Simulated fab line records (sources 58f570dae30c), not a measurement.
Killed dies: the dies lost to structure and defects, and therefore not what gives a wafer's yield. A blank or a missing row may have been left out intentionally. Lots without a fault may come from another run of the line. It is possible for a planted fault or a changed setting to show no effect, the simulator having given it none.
fab line records | flow berkeley_cmos170
[record] lots = 14 | wafers = 42 | last_day = 12
route steps=331 shown PFIELD@88 PVT@124 GATE@130
lots that met no fault: taken from a fault-free run of the same line
start_h: the number of hours between the record's first day and the start of the first shown wafer of the lot | wait_h: hours since the lot's step before | " the same as in the row above | L1.1+2: several wafers, shown together as one row | - no value present, or no start provided | * or withheld: withheld | < > ~ a bound
route shown NAME@n: a module of which the file shows steps, and the number in the route of the first | usual: the fault-free wafers' mean and standard deviation | same: alike in all rows | chamber/n: place in a boat | sites: readings site by site | _std_site: their standard deviation | _edge_site: inner sites' mean taken away from outer sites' mean | radius_mm: how far each site lies from the wafer's centre | mask NAME#n: copy n | behind: the tool/chamber that last shaped the wafer | hold: what put the lot on hold/how long, in hours/how the hold closed | device: whichever transistor did not switch (one of n, p or np) | end of line: tests run on the same wafers once the route is complete | a step without rows: its recipe alone | killed: count of dies lost to structure and defects at first sort (not the wafer's yield) | map: the dies of a wafer, with x for killed, . for not killed, _ for no die there
set.NAME: the setting the step ran with; set.NAME@STEP: the setting that earlier step ran with | model.NAME: the simulator's own value behind a step, which no gauge read
the route's steps for a sample of lots (tables are steps, rows are wafers)
services: from which hour (start_h, from the record's first day; less than 0 if before it) a tool's chamber was out of use, for how many hours, and why
[[steps]]
[step UCB170_PFIELD_TW_MEAS_09]
[usual] PFIELD_TW = 602/3.6
lot.wafer | tool          | chamber | start_h | wait_h | PFIELD_TW
L746.1    | film_metro-03 | -       | 87.95   | 0.1    | 598
L746.5    | "             | -       | "       | "      | 600
L746.6    | "             | -       | "       | "      | 601
L745.1    | film_metro-04 | -       | 88.08   | 0.1    | 613
L745.2    | "             | -       | "       | "      | 612
L745.6    | "             | -       | "       | "      | 610
L748.1    | film_metro-01 | -       | 97.51   | 0.1    | 598
L748.4    | "             | -       | "       | "      | 600
L748.5    | "             | -       | "       | "      | 602
L750.2    | film_metro-03 | -       | 110.31  | 0.1    | 600
L750.4    | "             | -       | "       | "      | 601
L750.6    | "             | -       | "       | "      | 600
L751.2    | film_metro-03 | -       | 115.29  | 0.1    | 604
L751.3    | "             | -       | "       | "      | 599
L751.5    | "             | -       | "       | "      | 602
L753.1    | film_metro-03 | -       | 128.48  | 0.1    | 601
L753.2    | "             | -       | "       | "      | 600
L753.5    | "             | -       | "       | "      | 601
L755.1    | film_metro-03 | -       | 135.90  | 0.1    | 604
L755.4    | "             | -       | "       | "      | 601
L755.6    | "             | -       | "       | "      | 599
L754.1    | film_metro-01 | -       | 136.08  | 0.1    | 600
L754.5    | "             | -       | "       | "      | 602
L754.6    | "             | -       | "       | "      | 598
L757.4    | film_metro-01 | -       | 145.94  | 0.1    | 599
L757.5    | "             | -       | "       | "      | 599
L757.6    | "             | -       | "       | "      | 599
L761.1    | film_metro-04 | -       | 170.92  | 0.1    | 603
L761.2    | "             | -       | "       | "      | 604
L761.4    | "             | -       | "       | "      | 606
L764.1    | film_metro-01 | -       | 177.18  | 0.1    | 602
L764.4    | "             | -       | "       | "      | 598
L764.6    | "             | -       | "       | "      | 599
L765.3    | film_metro-03 | -       | 187.52  | 0.1    | 603
L765.4    | "             | -       | "       | "      | 606
L765.5    | "             | -       | "       | "      | 603
L766.1    | film_metro-01 | -       | 187.54  | 0.1    | 601
L766.3    | "             | -       | "       | "      | 598
L766.4    | "             | -       | "       | "      | 599
L767.1    | film_metro-03 | -       | 192.95  | 0.1    | 598
L767.3    | "             | -       | "       | "      | 601
L767.4    | "             | -       | "       | "      | 600
[step UCB170_PVT_TW_MEAS_09]
[usual] PVT_TW = 509/3.8
lot.wafer | tool          | chamber | start_h | wait_h | PVT_TW
L745.1    | film_metro-04 | -       | 122.83  | 0.1    | 513
L745.2    | "             | -       | "       | "      | 516
L745.6    | "             | -       | "       | "      | 511
L746.1    | film_metro-04 | -       | 123.12  | 0.1    | 511
L746.5    | "             | -       | "       | "      | 512
L746.6    | "             | -       | "       | "      | 510
L748.1    | film_metro-04 | -       | 135.79  | 0.1    | 511
L748.4    | "             | -       | "       | "      | 512
L748.5    | "             | -       | "       | "      | 512
L750.2    | film_metro-04 | -       | 139.64  | 0.1    | 511
L750.4    | "             | -       | "       | "      | 514
L750.6    | "             | -       | "       | "      | 510
L751.2    | film_metro-02 | -       | 139.94  | 0.1    | 511
L751.3    | "             | -       | "       | "      | 510
L751.5    | "             | -       | "       | "      | 511
L753.1    | film_metro-01 | -       | 159.06  | 0.1    | 507
L753.2    | "             | -       | "       | "      | 506
L753.5    | "             | -       | "       | "      | 507
L754.1    | film_metro-01 | -       | 165.15  | 0.1    | 504
L754.5    | "             | -       | "       | "      | 508
L754.6    | "             | -       | "       | "      | 504
L755.1    | film_metro-01 | -       | 165.42  | 0.1    | 506
L755.4    | "             | -       | "       | "      | 507
L755.6    | "             | -       | "       | "      | 504
L757.4    | film_metro-01 | -       | 176.43  | 0.1    | 503
L757.5    | "             | -       | "       | "      | 507
L757.6    | "             | -       | "       | "      | 507
L761.1    | film_metro-01 | -       | 200.63  | 0.1    | 507
L761.2    | "             | -       | "       | "      | 506
L761.4    | "             | -       | "       | "      | 507
L764.1    | film_metro-02 | -       | 202.07  | 0.1    | 515
L764.4    | "             | -       | "       | "      | 513
L764.6    | "             | -       | "       | "      | 513
L766.1    | film_metro-01 | -       | 210.17  | 0.1    | 507
L766.3    | "             | -       | "       | "      | 504
L766.4    | "             | -       | "       | "      | 505
L765.3    | film_metro-01 | -       | 210.37  | 0.1    | 506
L765.4    | "             | -       | "       | "      | 507
L765.5    | "             | -       | "       | "      | 506
L767.1    | film_metro-04 | -       | 220.12  | 0.1    | 512
L767.3    | "             | -       | "       | "      | 514
L767.4    | "             | -       | "       | "      | 515
[step UCB170_GATE_CVD_04]
[recipe] material = poly-Si | temp_c = 610 | precursor = SiH4 | time_s = 1440 | pressure_mtorr = 375 | target_thk_nm = 214 | sih4_flow_sccm = 120
[usual] pressure_mtorr = 375.1/0.75 | spike_tc_load_C = 630.6/1.5
lot.wafer | tool     | chamber | start_h | wait_h | pressure_mtorr | spike_tc_load_C
L745.1    | lpcvd-01 | 0       | 130.77  | 0.5    | 375.9          | 629.1
L745.2    | "        | 0       | "       | "      | 375.4          | 630.9
L745.6    | "        | 0       | "       | "      | 375.5          | 628.7
L746.1    | lpcvd-01 | 0       | 130.77  | 0.5    | 376.7          | 628.5
L746.5    | "        | 0       | "       | "      | 375.5          | 629.4
L746.6    | "        | 0       | "       | "      | 375.2          | 628.9
L748.1    | lpcvd-02 | 1       | 144.11  | 0.0    | 375.2          | 633.0
L748.4    | "        | 1       | "       | "      | 375.8          | 632.3
L748.5    | "        | 1       | "       | "      | 376.5          | 633.5
L750.2    | lpcvd-02 | 1       | 148.41  | 1.1    | 374.6          | 632.0
L750.4    | "        | 1       | "       | "      | 375.0          | 631.5
L750.6    | "        | 1       | "       | "      | 374.5          | 633.3
L751.2    | lpcvd-02 | 1       | 148.41  | 1.1    | 375.6          | 631.4
L751.3    | "        | 1       | "       | "      | 375.6          | 632.5
L751.5    | "        | 1       | "       | "      | 374.6          | 632.8
L753.1    | lpcvd-02 | 0       | 168.14  | 0.8    | 375.6          | 629.8
L753.2    | "        | 0       | "       | "      | 376.4          | 632.1
L753.5    | "        | 0       | "       | "      | 375.8          | 630.7
L754.1    | lpcvd-01 | 1       | 172.36  | 0.0    | 374.8          | 631.9
L754.5    | "        | 1       | "       | "      | 375.8          | 632.2
L754.6    | "        | 1       | "       | "      | 374.7          | 628.4
L754.1    | lpcvd-01 | 1       | 173.93  | 0.2    | 374.5          | 631.0
L754.5    | "        | 1       | "       | "      | 375.0          | 629.8
L754.6    | "        | 1       | "       | "      | 375.2          | 630.9
L755.1    | lpcvd-01 | 1       | 172.36  | 0.0    | 375.4          | 628.4
L755.4    | "        | 1       | "       | "      | 375.2          | 628.7
L755.6    | "        | 1       | "       | "      | 374.9          | 630.4
L757.4    | lpcvd-02 | 1       | 184.73  | 0.0    | 375.4          | 631.6
L757.5    | "        | 1       | "       | "      | 374.8          | 631.4
L757.6    | "        | 1       | "       | "      | 375.8          | 633.8
L757.4    | lpcvd-02 | 1       | 186.30  | 0.2    | 375.5          | 631.0
L757.5    | "        | 1       | "       | "      | 375.5          | 632.4
L757.6    | "        | 1       | "       | "      | 373.7          | 633.5
L761.1    | lpcvd-01 | 1       | 210.64  | 0.4    | 373.7          | 630.0
L761.2    | "        | 1       | "       | "      | 374.4          | 630.5
L761.4    | "        | 1       | "       | "      | 375.2          | 630.6
L764.1    | lpcvd-01 | 0       | 210.64  | 0.4    | 376.1          | 628.6
L764.4    | "        | 0       | "       | "      | 375.3          | 629.1
L764.6    | "        | 0       | "       | "      | 375.7          | 631.5
L765.3    | lpcvd-01 | 1       | 217.45  | 1.2    | 375.2          | 627.2
L765.4    | "        | 1       | "       | "      | 374.5          | 628.8
L765.5    | "        | 1       | "       | "      | 375.6          | 629.6
L766.1    | lpcvd-01 | 1       | 217.45  | 1.2    | 374.1          | 629.6
L766.3    | "        | 1       | "       | "      | 374.6          | 628.0
L766.4    | "        | 1       | "       | "      | 373.7          | 631.3
L767.1    | lpcvd-02 | 0       | 227.11  | 0.0    | 374.1          | 630.3
L767.3    | "        | 0       | "       | "      | 373.9          | 631.4
L767.4    | "        | 0       | "       | "      | 375.1          | 630.9
[step UCB170_GATE_THK_MEAS_05]
[recipe] reads = poly-Si_of_GATE_CVD_04
[usual] GATE_POLY_THK = 213.9/2.2
lot.wafer | tool          | chamber | start_h | wait_h | GATE_POLY_THK[nm]
L745.1    | film_metro-01 | -       | 132.17  | 0.0    | 217.9
L745.2    | "             | -       | "       | "      | 214.4
L745.6    | "             | -       | "       | "      | 216.8
L746.1    | film_metro-03 | -       | 132.17  | 0.0    | 208.7
L746.5    | "             | -       | "       | "      | 208.1
L746.6    | "             | -       | "       | "      | 210.8
L748.1    | film_metro-01 | -       | 146.21  | 0.0    | 215.8
L748.4    | "             | -       | "       | "      | 215.2
L748.5    | "             | -       | "       | "      | 213.1
L750.2    | film_metro-03 | -       | 149.82  | 0.0    | 215.1
L750.4    | "             | -       | "       | "      | 214.2
L750.6    | "             | -       | "       | "      | 211.9
L751.2    | film_metro-02 | -       | 149.82  | 0.0    | 212.7
L751.3    | "             | -       | "       | "      | 211.7
L751.5    | "             | -       | "       | "      | 211.7
L753.1    | film_metro-01 | -       | 169.54  | 0.0    | 215.9
L753.2    | "             | -       | "       | "      | 216.0
L753.5    | "             | -       | "       | "      | 214.4
L755.1    | film_metro-01 | -       | 173.76  | 0.0    | 217.6
L755.4    | "             | -       | "       | "      | 218.6
L755.6    | "             | -       | "       | "      | 216.4
L754.1    | film_metro-03 | -       | 175.35  | 0.0    | 429.2
L754.5    | "             | -       | "       | "      | 431.0
L754.6    | "             | -       | "       | "      | 433.1
L757.4    | film_metro-01 | -       | 187.73  | 0.0    | 428.0
L757.5    | "             | -       | "       | "      | 426.3
L757.6    | "             | -       | "       | "      | 424.6
L761.1    | film_metro-01 | -       | 212.04  | 0.0    | 210.9
L761.2    | "             | -       | "       | "      | 210.6
L761.4    | "             | -       | "       | "      | 210.0
L764.1    | film_metro-03 | -       | 212.07  | 0.0    | 215.1
L764.4    | "             | -       | "       | "      | 215.6
L764.6    | "             | -       | "       | "      | 213.9
L766.1    | film_metro-03 | -       | 218.85  | 0.0    | 215.2
L766.3    | "             | -       | "       | "      | 217.7
L766.4    | "             | -       | "       | "      | 214.4
L765.3    | film_metro-01 | -       | 218.87  | 0.0    | 215.2
L765.4    | "             | -       | "       | "      | 215.4
L765.5    | "             | -       | "       | "      | 214.7
L767.1    | film_metro-01 | -       | 228.51  | 0.0    | 214.4
L767.3    | "             | -       | "       | "      | 216.6
L767.4    | "             | -       | "       | "      | 215.6
[step UCB170_GATE_CD_MEAS_12]
[recipe] target_cd_nm = 350
[usual] cd_nm = 350.3/1.5
lot.wafer | tool      | chamber | start_h | wait_h | cd_nm
L745.1    | cd_sem-01 | -       | 133.37  | -      | 351.8
L745.2    | "         | -       | "       | "      | 350.3
L745.6    | "         | -       | "       | "      | 351.5
L746.1    | cd_sem-01 | -       | 133.61  | -      | 348.5
L746.5    | "         | -       | "       | "      | 348.4
L746.6    | "         | -       | "       | "      | 348.9
L748.1    | cd_sem-01 | -       | 147.11  | -      | 349.7
L748.4    | "         | -       | "       | "      | 349.4
L748.5    | "         | -       | "       | "      | 349.1
L751.2    | cd_sem-01 | -       | 150.73  | -      | 349.2
L751.3    | "         | -       | "       | "      | 349.8
L751.5    | "         | -       | "       | "      | 348.9
L750.2    | cd_sem-02 | -       | 150.85  | -      | 351.5
L750.4    | "         | -       | "       | "      | 351.6
L750.6    | "         | -       | "       | "      | 352.1
L753.1    | cd_sem-01 | -       | 170.44  | -      | 351.2
L753.2    | "         | -       | "       | "      | 352.6
L753.5    | "         | -       | "       | "      | 352.5
L755.1    | cd_sem-01 | -       | 174.67  | -      | 348.6
L755.4    | "         | -       | "       | "      | 349.3
L755.6    | "         | -       | "       | "      | 349.6
L754.1    | cd_sem-01 | -       | 176.59  | -      | 348.4
L754.5    | "         | -       | "       | "      | 350.2
L754.6    | "         | -       | "       | "      | 351.3
L757.4    | cd_sem-01 | -       | 189.04  | -      | 349.3
L757.5    | "         | -       | "       | "      | 349.9
L757.6    | "         | -       | "       | "      | 350.0
L761.1    | cd_sem-02 | -       | 213.72  | -      | 347.4
L761.2    | "         | -       | "       | "      | 347.6
L761.4    | "         | -       | "       | "      | 346.2
L764.1    | cd_sem-01 | -       | 213.75  | -      | 352.0
L764.4    | "         | -       | "       | "      | 352.3
L764.6    | "         | -       | "       | "      | 353.6
L766.1    | cd_sem-02 | -       | 220.86  | -      | 348.8
L766.3    | "         | -       | "       | "      | 348.0
L766.4    | "         | -       | "       | "      | 349.1
L765.3    | cd_sem-01 | -       | 221.27  | -      | 349.2
L765.4    | "         | -       | "       | "      | 349.8
L765.5    | "         | -       | "       | "      | 349.8
L767.1    | cd_sem-01 | -       | 229.74  | -      | 349.5
L767.3    | "         | -       | "       | "      | 351.3
L767.4    | "         | -       | "       | "      | 350.4
[step UCB170_GATE_ETCH_15]
[recipe] chemistry = HBr/Cl2 | target = poly-Si | stop_on = SiO2 | over_etch_frac = 0.3 | icp_w = 300 | bias_w = 150 | time_s = 56.3 | pressure_mtorr = 15 | HBr_flow_sccm = 150 | Cl2_flow_sccm = 50 | target_depth_a = 2782
[usual] bias_w = 150.0/0.38 | drypump_motor_current_A = 5.5/0.58 | oes_product_au = 0.826/0.014 | throttle_valve_pct = 26.41/0.23
lot.wafer | tool      | chamber | start_h | wait_h | bias_w | drypump_motor_current_A | oes_product_au | rf_hours_counter_h | throttle_valve_pct
L745.1    | rie_si-02 | 3       | 133.57  | -      | 150.3  | 6.0                     | 0.817          | 112                | 26.98
L745.2    | "         | 2       | "       | "      | 149.8  | 6.0                     | 0.845          | 1                  | 26.31
L745.6    | "         | 3       | "       | "      | 149.4  | 6.1                     | 0.823          | -                  | 26.97
L746.1    | rie_si-01 | 0       | 133.81  | -      | 150.8  | 6.5                     | 0.831          | 115                | 26.15
L746.5    | "         | 1       | "       | "      | 150.2  | 4.8                     | 0.810          | -                  | 26.37
L746.6    | "         | 2       | "       | "      | 150.3  | 5.3                     | 0.795          | -                  | 26.58
L748.1    | rie_si-02 | 1       | 147.31  | -      | 149.6  | 5.2                     | 0.835          | 50                 | 26.42
L748.4    | "         | 3       | "       | "      | 150.0  | 6.1                     | 0.814          | 112                | 26.97
L748.5    | "         | 0       | "       | "      | 150.2  | 5.7                     | 0.821          | -                  | 26.19
L751.2    | rie_si-01 | 0       | 150.91  | -      | 149.9  | 6.5                     | 0.840          | 116                | 26.17
L751.3    | "         | 0       | "       | "      | 149.3  | 6.5                     | 0.843          | -                  | 26.14
L751.5    | "         | 3       | "       | "      | 150.6  | 4.9                     | 0.828          | -                  | 26.39
L750.2    | rie_si-02 | 0       | 151.03  | -      | 150.4  | 5.6                     | 0.830          | 0                  | 26.19
L750.4    | "         | 1       | "       | "      | 150.2  | 5.2                     | 0.835          | 50                 | 26.42
L750.6    | "         | 2       | "       | "      | 150.6  | 6.0                     | 0.833          | -                  | 26.32
L753.1    | rie_si-01 | 2       | 170.64  | -      | 150.0  | 5.3                     | 0.812          | 61                 | 26.57
L753.2    | "         | 0       | "       | "      | 149.8  | 6.5                     | 0.846          | 116                | 26.16
L753.5    | "         | 0       | "       | "      | 149.9  | 6.5                     | 0.841          | -                  | 26.15
L755.1    | rie_si-01 | 0       | 174.87  | -      | 150.2  | 6.5                     | 0.849          | 116                | 26.16
L755.4    | "         | 1       | "       | "      | 149.8  | 4.8                     | 0.833          | 1                  | 26.37
L755.6    | "         | 1       | "       | "      | 149.9  | 4.8                     | 0.837          | -                  | 26.38
L754.1    | rie_si-01 | 3       | 176.79  | -      | 149.9  | 4.9                     | 1.015          | 2                  | 26.40
L754.5    | "         | 3       | "       | "      | 150.0  | 4.9                     | 1.004          | -                  | 26.39
L754.6    | "         | 2       | "       | "      | 150.0  | 5.3                     | 0.952          | -                  | 26.57
L757.4    | rie_si-02 | 1       | 189.17  | -      | 150.1  | 5.2                     | 1.002          | 50                 | 26.41
L757.5    | "         | 1       | "       | "      | 150.8  | 5.2                     | 1.010          | -                  | 26.42
L757.6    | "         | 2       | "       | "      | 149.7  | 6.0                     | 1.002          | -                  | 26.31
L761.1    | rie_si-01 | 3       | 213.92  | -      | 149.7  | 4.9                     | 0.824          | 2                  | 26.38
L761.2    | "         | 1       | "       | "      | 150.1  | 4.8                     | 0.806          | 1                  | 26.36
L761.4    | "         | 0       | "       | "      | 149.5  | 6.5                     | 0.826          | 0                  | 26.11
L764.1    | rie_si-02 | 0       | 213.94  | -      | 150.1  | 5.6                     | 0.834          | 1                  | 26.20
L764.4    | "         | 0       | "       | "      | 150.1  | 5.6                     | 0.838          | -                  | 26.21
L764.6    | "         | 1       | "       | "      | 150.2  | 5.2                     | 0.827          | -                  | 26.43
L766.1    | rie_si-02 | 3       | 221.07  | -      | 150.1  | 6.1                     | 0.837          | 0                  | 26.75
L766.3    | "         | 1       | "       | "      | 149.8  | 5.2                     | 0.844          | 51                 | 26.42
L766.4    | "         | 2       | "       | "      | 150.1  | 6.0                     | 0.840          | -                  | 26.30
L765.3    | rie_si-01 | 0       | 221.43  | -      | 150.1  | 6.5                     | 0.840          | 0                  | 26.13
L765.4    | "         | 3       | "       | "      | 150.4  | 4.9                     | 0.828          | 2                  | 26.37
L765.5    | "         | 3       | "       | "      | 150.4  | 4.9                     | 0.829          | -                  | 26.37
L767.1    | rie_si-01 | 0       | 229.94  | -      | 150.5  | 6.5                     | 0.825          | 0                  | 26.12
L767.3    | "         | 2       | "       | "      | 149.2  | 5.3                     | 0.812          | 62                 | 26.57
L767.4    | "         | 3       | "       | "      | 149.7  | 4.9                     | 0.844          | 2                  | 26.38
[[services]]
tool      | chamber | start_h | hours | kind
lpcvd-02  | -       | 128.08  | 14.6  | pm
rie_si-01 | 1       | 142.06  | 26.5  | repair
rie_si-01 | 2       | 149.26  | 9.2   | repair
rie_si-01 | 0       | 192.66  | -     | clean
rie_si-01 | 0       | 192.66  | 21.1  | scheduled_down
rie_si-01 | 0       | 192.66  | 21.1  | vent_cycle
lpcvd-02  | -       | 196.03  | 2.8   | pm
rie_si-02 | 3       | 205.55  | -     | clean
rie_si-02 | 3       | 205.55  | 13.2  | scheduled_down
rie_si-02 | 3       | 205.55  | 13.2  | vent_cycle
rie_si-02 | 0       | 220.26  | 4.3   | repair
rie_si-02 | 1       | 222.49  | 15.2  | repair
rie_si-02 | -       | 229.88  | 0.5   | repair
[[key]]
[first_sign] step = UCB170_GATE_CVD_04 | reading = visit | direction = added
[effect] step = UCB170_GATE_THK_MEAS_05 | reading = GATE_POLY_THK | direction = up | sigmas = 95 | usual = 213.9 | struck = 428.7
[effect] step = UCB170_GATE_ETCH_15 | reading = oes_product_au | direction = up | sigmas = 13 | usual = 0.826 | struck = 0.998
met_at UCB170_GATE_CVD_04
struck_lots L754,L757
later_rows_left_out L754.1,L754.5,L754.6,L757.4,L757.5,L757.6
sort_left_out L754.1,L754.5,L754.6,L757.4,L757.5,L757.6
tester_left_out L754,L757
not_acting_at UCB170_PFIELD_TW_MEAS_09,UCB170_PVT_TW_MEAS_09,UCB170_GATE_CD_MEAS_12
[fault] kind = repeated_step_whole | tool = lpcvd-01,lpcvd-02 | chamber = - | onset_h = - | steps = UCB170_GATE_CVD_04 | times = 1 | scope = struck_lots_only
// tester_left_out: of these lots the tester's yield and bins aren't shown, on N5 and GAA mostly nor the transistor test; their killed dies are dies lost to structure and defects alone, not to doping, threshold or leakage, so they don't give the yield
// sort_left_out: the simulated sort isn't trusted on such a fault, so these wafers' sort isn't shown, and their yield isn't known
// later_rows_left_out: the simulator's readings of these wafers behind a module that went badly wrong aren't trusted and aren't shown, but for the sort
